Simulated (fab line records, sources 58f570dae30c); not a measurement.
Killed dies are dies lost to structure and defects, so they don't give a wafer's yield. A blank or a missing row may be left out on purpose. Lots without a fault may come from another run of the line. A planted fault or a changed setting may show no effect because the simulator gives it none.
Split-lot experiment | flow berkeley_cmos170 | 5 lots, 23 wafers read, on a route of 331 steps

THE SPLIT
At UCB170_M1_COAT_04 (resist thk 900 nm), the setting spin_rpm was moved away from the recipe's 1500 rpm on 7 of the 23 wafers read, by -7.1% to -3.9%. The other wafers ran this setting at the recipe's value.

FROM THE SPLIT TO THE READING: what the file shows between them, 3 steps
- UCB170_M1_SOFTBAKE_05: time 60 s
- UCB170_M1_EXPOSE_06: exposes mask METAL1, target cd 700 nm
- UCB170_M1_ETCH_11: etches BARC in N2/H2

THE READING
KrF_of_M1_COAT_04.thk_nm (the simulator's own value, which no gauge read), in nm, at UCB170_M1_METAL_ETCH_12 (etches Al in Cl2/BCl3, stops on PSG, target depth 780 nm, time 130 s). The file gives no usual value for it. The 16 wafers here that ran the recipe average 435.8 nm, standard deviation 4.1 nm.

wafer  | tool, chamber at the split | spin_rpm as run, rpm | against the recipe | KrF_of_M1_COAT_04.thk_nm, nm | against lot-mates on the recipe
L074.1 | litho_track-02, 0          | 1442                 | -3.9%              | 458.8                        | +21.9
L074.3 | litho_track-02, 0          | 1442                 | -3.9%              | 455.5                        | +18.6
L074.4 | litho_track-02, 0          | 1500                 | recipe             | 437.6                        | -
L074.5 | litho_track-02, 0          | 1500                 | recipe             | 440.8                        | -
L074.6 | litho_track-02, 0          | 1500                 | recipe             | 432.3                        | -
L076.1 | litho_track-01, 0          | 1500                 | recipe             | 440.6                        | -
L076.2 | litho_track-01, 0          | 1500                 | recipe             | 435.7                        | -
L076.3 | litho_track-01, 0          | 1500                 | recipe             | 436.1                        | -
L076.5 | litho_track-01, 0          | 1500                 | recipe             | 440                          | -
L076.6 | litho_track-01, 0          | 1500                 | recipe             | 433.7                        | -
L077.2 | litho_track-02, 0          | 1500                 | recipe             | 429.1                        | -
L077.3 | litho_track-02, 0          | 1394                 | -7.1%              | 468.5                        | +32.8
L077.4 | litho_track-02, 0          | 1500                 | recipe             | 442.4                        | -
L077.5 | litho_track-02, 0          | 1394                 | -7.1%              | 474.1                        | +38.4
L077.6 | litho_track-02, 0          | 1394                 | -7.1%              | 471                          | +35.2
L084.2 | litho_track-04, 0          | 1500                 | recipe             | 427.8                        | -
L084.3 | litho_track-04, 0          | 1397                 | -6.9%              | 469.3                        | +38.1
L084.4 | litho_track-04, 0          | 1397                 | -6.9%              | 471.2                        | +40.0
L084.5 | litho_track-04, 0          | 1500                 | recipe             | 431.6                        | -
L084.6 | litho_track-04, 0          | 1500                 | recipe             | 434.2                        | -
L085.3 | litho_track-04, 0          | 1500                 | recipe             | 437.9                        | -
L085.4 | litho_track-04, 0          | 1500                 | recipe             | 437.5                        | -
L085.6 | litho_track-04, 0          | 1500                 | recipe             | 435.4                        | -

THE FIT
A straight line over all 23 wafers: KrF_of_M1_COAT_04.thk_nm changes by -5.05 nm for each +1% of spin_rpm; r = -0.97; the points scatter about the line by 3.8 nm.
The same after taking each lot's own level away (the mean of its wafers on the recipe; 23 wafers): -5.27 nm for each +1%; r = -0.98; scatter 3.3 nm.
On that fit, the largest move of spin_rpm shifts the reading by 37 nm.
The lots' own levels span 431.20 to 437.22 nm, that is 1.5 times the standard deviation above.
So the lot-to-lot level changes the slope little: the two slopes agree.
Check: with one of the wafers moved furthest among these (-7.1%) left out of the fit, the line predicts +38.3 nm for it against its lot-mates. It came out at +32.8 nm against them.

OTHER SPLITS ON THESE WAFERS
These wafers also went through other splits before the reading. Each is held against what the fit with the lots' levels taken away leaves over:
other split on the same wafers       | wafers away from the commonest value | r with KrF_of_M1_COAT_04.thk_nm (lot level and that fit taken away)
UCB170_NWELL_OXIDATION_01 ox_time_s  | 15                                   | -0.20
UCB170_NWELL_IMPLANT_14 energy_kev   | 7                                    | +0.12
UCB170_PWELL_CVD_05 time_s           | 5                                    | -0.01
UCB170_WELLDRIVE_OXIDATION_01 temp_c | 18                                   | +0.19
UCB170_SACOX_OXIDATION_01 ox_time_s  | 10                                   | -0.10
UCB170_NVT_COAT_01 resist_thk_nm     | 5                                    | -0.08
UCB170_NLDD_PEB_04 peb_temp_c        | 10                                   | -0.23
UCB170_BACKSIDE_COAT_01 spin_rpm     | 9                                    | +0.28

THE WHOLE CHAIN: every reading that the file lists as answering this split, in the file's order
step                    | what it does                                                         | reading                                                                   | change (the file's fit)              | r (the file's)
UCB170_M1_COAT_04       | resist thk 900 nm                                                    | KrF_of_M1_COAT_04.thk_nm (the simulator's own value, which no gauge read) | -4.78 nm for each +1% of the setting | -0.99
UCB170_M1_METAL_ETCH_12 | etches Al in Cl2/BCl3, stops on PSG, target depth 780 nm, time 130 s | KrF_of_M1_COAT_04.thk_nm (the simulator's own value, which no gauge read) | -5.33 nm for each +1% of the setting | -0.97

THE FILE'S OWN FIT
KrF_of_M1_COAT_04.thk_nm changes by -5.33 nm for each +1% of spin_rpm, r = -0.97.
